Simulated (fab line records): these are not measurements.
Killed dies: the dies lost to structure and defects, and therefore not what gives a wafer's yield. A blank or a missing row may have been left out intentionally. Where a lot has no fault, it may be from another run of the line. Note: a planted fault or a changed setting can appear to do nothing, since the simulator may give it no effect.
Which of the tools did it? + flow berkeley cmos170 + 14 lots, 42 wafers sampled, at 5 steps of a route of 331

WHAT EACH GAUGE READ, for each wafer
UCB170_V1_OVL_MEAS_13. Usual: V1_OVL typically reads -3 nm, with standard deviation 5.5.
| lot  | measured     | on         | V1_OVL (nm) | flag |
|------|--------------|------------|-------------|------|
| L821 | day 7 08:44  | overlay-01 | 1 -6 -2     |      |
| L820 | day 7 13:59  | overlay-02 | -9 -4 -2    |      |
| L825 | day 8 21:30  | overlay-01 | -2 -1 -1    |      |
| L826 | day 8 22:19  | overlay-02 | -4 -2 -5    |      |
| L827 | day 8 21:47  | overlay-01 | -6 -7 -5    |      |
| L831 | day 9 17:31  | overlay-02 | 0 -5 0      |      |
| L830 | day 9 17:19  | overlay-01 | 8 3 8       |      |
| L828 | day 9 17:49  | overlay-02 | 5 4 1       |      |
| L829 | day 9 18:03  | overlay-01 | 2 1 -2      |      |
| L832 | day 10 10:04 | overlay-01 | 2 4 -1      |      |
| L837 | day 10 22:41 | overlay-02 | -9 -15 -8   |      |
| L835 | day 11 01:52 | overlay-02 | -3 -4 -8    |      |
| L839 | day 11 17:46 | overlay-01 | -2 -6 1     |      |
| L843 | day 11 19:18 | overlay-01 | -6 -10 -10  |      |

UCB170_V2_THK_MEAS_01. Usual: V2_TEOS_THK typically reads 1981 nm, with standard deviation 33.
| lot  | measured     | on            | V2_TEOS_THK (nm) | flag |
|------|--------------|---------------|------------------|------|
| L821 | day 7 11:50  | film metro-03 | 2005 1943 1952   |      |
| L820 | day 7 18:56  | film metro-03 | 1951 1926 1969   |      |
| L825 | day 9 01:07  | film metro-03 | 1944 1944 1960   |      |
| L826 | day 9 01:31  | film metro-04 | 2036 1974 2046   |      |
| L827 | day 9 01:16  | film metro-04 | 1948 1961 1969   |      |
| L831 | day 9 22:23  | film metro-04 | 1951 1941 1970   |      |
| L830 | day 9 21:49  | film metro-01 | 2013 2018 2036   |      |
| L828 | day 9 23:10  | film metro-03 | 1978 2034 2015   |      |
| L829 | day 9 23:19  | film metro-04 | 1893 1952 1923   |      |
| L832 | day 10 14:32 | film metro-03 | 1980 1998 2006   |      |
| L837 | day 11 03:04 | film metro-03 | 2011 1967 2027   |      |
| L835 | day 11 05:08 | film metro-04 | 1994 1923 1613   | OFF  |
| L839 | day 11 22:46 | film metro-04 | 1615 2002 1952   | OFF  |
| L843 | day 11 23:54 | film metro-04 | 1973 2002 2007   |      |

UCB170_M3_RS_MEAS_02: a four-point-probe measurement. Usual: M3_AL_RS typically reads 0.0321 ohm/sq, with standard deviation 0.00048.
| lot  | measured     | on            | M3_AL_RS (ohm/sq)    | flag |
|------|--------------|---------------|----------------------|------|
| L821 | day 7 14:15  | film metro-04 | 0.0320 0.0326 0.0316 |      |
| L820 | day 7 21:43  | film metro-04 | 0.0318 0.0320 0.0324 |      |
| L825 | day 9 04:34  | film metro-02 | 0.0319 0.0324 0.0323 |      |
| L826 | day 9 05:07  | film metro-04 | 0.0326 0.0322 0.0327 |      |
| L827 | day 9 04:38  | film metro-01 | 0.0325 0.0328 0.0319 |      |
| L831 | day 10 00:54 | film metro-02 | 0.0322 0.0309 0.0320 |      |
| L830 | day 10 00:47 | film metro-01 | 0.0319 0.0319 0.0319 |      |
| L828 | day 10 01:53 | film metro-02 | 0.0322 0.0324 0.0322 |      |
| L829 | day 10 02:32 | film metro-04 | 0.0320 0.0324 0.0322 |      |
| L832 | day 10 17:15 | film metro-01 | 0.0317 0.0319 0.0319 |      |
| L837 | day 11 05:37 | film metro-04 | 0.0316 0.0329 0.0322 |      |
| L835 | day 11 08:17 | film metro-04 | 0.0321 0.0326 0.0321 |      |
| L839 | day 12 01:23 | film metro-02 | 0.0320 0.0314 0.0316 |      |
| L843 | day 12 02:52 | film metro-02 | 0.0319 0.0322 0.0328 |      |

EACH LOT AND THE TOOL THAT RAN IT (in order: tool; ch and the chambers of the sampled wafers; start)
| lot  | UCB170_M1_ETCH_11                  | UCB170_V2_CVD_00                |
|------|------------------------------------|---------------------------------|
| L821 | rie diel-03 ch 0,1,2, day 7 04:11  | pecvd-01 ch 0,1,2, day 7 11:41  |
| L820 | rie diel-02 ch 0,1,3, day 7 06:54  | pecvd-02 ch 0,1,2, day 7 18:47  |
| L825 | rie diel-01 ch 0,1,2, day 8 14:12  | pecvd-03 ch 0,1,2, day 9 00:58  |
| L826 | rie diel-02 ch 0,1,2, day 8 14:27  | pecvd-01 ch 0,1, day 9 01:22    |
| L827 | rie diel-03 ch 1,3, day 8 15:31    | pecvd-02 ch 0,1,2, day 9 01:06  |
| L831 | rie diel-01 ch 0,1,2, day 9 06:59  | pecvd-03 ch 0,2, day 9 22:13    |
| L830 | rie diel-02 ch 1,3, day 9 07:09    | pecvd-01 ch 0,2, day 9 21:39    |
| L828 | rie diel-02 ch 0,2,3, day 9 07:32  | pecvd-01 ch 0,1,2, day 9 23:04  |
| L829 | rie diel-03 ch 0,3, day 9 08:23    | pecvd-02 ch 0,2, day 9 23:10    |
| L832 | rie diel-01 ch 0,1, day 10 00:33   | pecvd-03 ch 0,1, day 10 14:22   |
| L837 | rie diel-01 ch 1,3, day 10 17:37   | pecvd-01 ch 0,2, day 11 02:55   |
| L835 | rie diel-01 ch 0,1,3, day 10 20:08 | pecvd-01 ch 0,1,2, day 11 04:59 |
| L839 | rie diel-02 ch 0,3, day 11 12:11   | pecvd-01 ch 0,1,2, day 11 22:37 |
| L843 | rie diel-01 ch 0,2,3, day 11 13:20 | pecvd-03 ch 0,1, day 11 23:44   |
- UCB170_M1_ETCH_11: etches BARC in N2/H2.
- UCB170_V2_CVD_00: deposits SiO2 from TEOS/O2, target thk 2000 nm, time 250 s.

AS READ BY THE TOOLS THEMSELVES (means over the sampled wafers that have a number; for cases with no such wafer, the mark the record gives instead)
UCB170_M1_ETCH_11. Usual: drypump motor current A 5.8 A, standard deviation 0.42; oes product au 0.982 a.u., standard deviation 0.021; throttle valve pct 13.37 %, standard deviation 0.14.
| lot  | tool        | drypump motor current A (A) | oes product au (a.u.) | throttle valve pct (%) | flag |
|------|-------------|-----------------------------|-----------------------|------------------------|------|
| L821 | rie diel-03 | 5.9                         | 0.989                 | 13.33                  |      |
| L820 | rie diel-02 | 5.8                         | 1.001                 | 13.41                  |      |
| L825 | rie diel-01 | 5.7                         | 0.974                 | 13.40                  |      |
| L826 | rie diel-02 | 6.1                         | 0.979                 | 13.42                  |      |
| L827 | rie diel-03 | 5.4                         | 1.011                 | 13.32                  |      |
| L831 | rie diel-01 | 5.7                         | 0.981                 | 13.40                  |      |
| L830 | rie diel-02 | 5.8                         | 1.001                 | 13.47                  |      |
| L828 | rie diel-02 | 6.0                         | 0.972                 | 13.39                  |      |
| L829 | rie diel-03 | 5.9                         | 0.990                 | 13.41                  |      |
| L832 | rie diel-01 | 5.4                         | 0.965                 | 13.44                  |      |
| L837 | rie diel-01 | 5.2                         | 0.964                 | 13.43                  |      |
| L835 | rie diel-01 | 5.6                         | 0.979                 | 13.29                  |      |
| L839 | rie diel-02 | 5.8                         | 0.980                 | 13.35                  |      |
| L843 | rie diel-01 | 5.9                         | 0.977                 | 13.23                  |      |

UCB170_V2_CVD_00. Usual: heater power w 274 W, standard deviation 63; pressure mtorr 9000 mTorr, standard deviation 21; run length s 277.8 s, standard deviation 0.61.
| lot  | tool     | heater power w (W) | pressure mtorr (mTorr) | run length s (s) | flag |
|------|----------|--------------------|------------------------|------------------|------|
| L821 | pecvd-01 | 314                | 9002                   | 277.4            |      |
| L820 | pecvd-02 | 246                | 8996                   | 278.0            |      |
| L825 | pecvd-03 | 244                | 8994                   | 277.8            |      |
| L826 | pecvd-01 | 313                | 8977                   | 277.4            |      |
| L827 | pecvd-02 | 249                | 8987                   | 277.7            |      |
| L831 | pecvd-03 | 225                | 8990                   | 277.5            |      |
| L830 | pecvd-01 | 311                | 9001                   | 277.8            |      |
| L828 | pecvd-01 | 265                | 8995                   | 277.4            |      |
| L829 | pecvd-02 | 262                | 9018                   | 277.6            |      |
| L832 | pecvd-03 | 231                | 8998                   | 278.1            |      |
| L837 | pecvd-01 | 308                | 9008                   | 277.8            |      |
| L835 | pecvd-01 | 366                | 9002                   | 260.8            | OFF  |
| L839 | pecvd-01 | 342                | 9004                   | 260.8            | OFF  |
| L843 | pecvd-03 | 247                | 8998                   | 277.7            |      |

THE ANSWER, worked out from the rows above alone
Rule: a lot is off if the mean of its wafers that have a number lies more than 3 standard deviations from the usual mean. A lot without any number at a reading at which 4 lots or more have one is off too. Where the step has rows for the other lots, those lots are counted as sound. The gauges are gone through in route order, then the tools' own readings, and for those a lot's mean is taken as printed above. The first step at which some lot is off is used, and at that step the reading that is off furthest; a lot without a number counts as furthest.
Off: at UCB170_V2_THK_MEAS_01 (V2_TEOS_THK), L835, L839.
A tool fits if, at a process step before that reading, it ran every lot that is off, and no sound lot after the first of them. Not tried: the gauges at UCB170_V2_THK_MEAS_01; whatever is off there is also off at UCB170_V2_CVD_00, on other tools, and gauge error can't account for it. One candidate fits, namely pecvd-01 at UCB170_V2_CVD_00. Its last sound lot is L837 (day 11 02:55), its first lot that is off L835 (day 11 04:59): a fault that began between those two fits.
The tool's own readings at UCB170_V2_CVD_00 bear it out: on the lots that are off they differ by more than 5 times the standard deviation of the sound lots' means. run length s reads 260.8 s there against 277.7 s on the sound lots.

WHAT THE SIMULATOR HAD INSERTED
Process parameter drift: pecvd-01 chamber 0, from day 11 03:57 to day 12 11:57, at UCB170_V2_CVD_00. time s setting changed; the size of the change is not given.
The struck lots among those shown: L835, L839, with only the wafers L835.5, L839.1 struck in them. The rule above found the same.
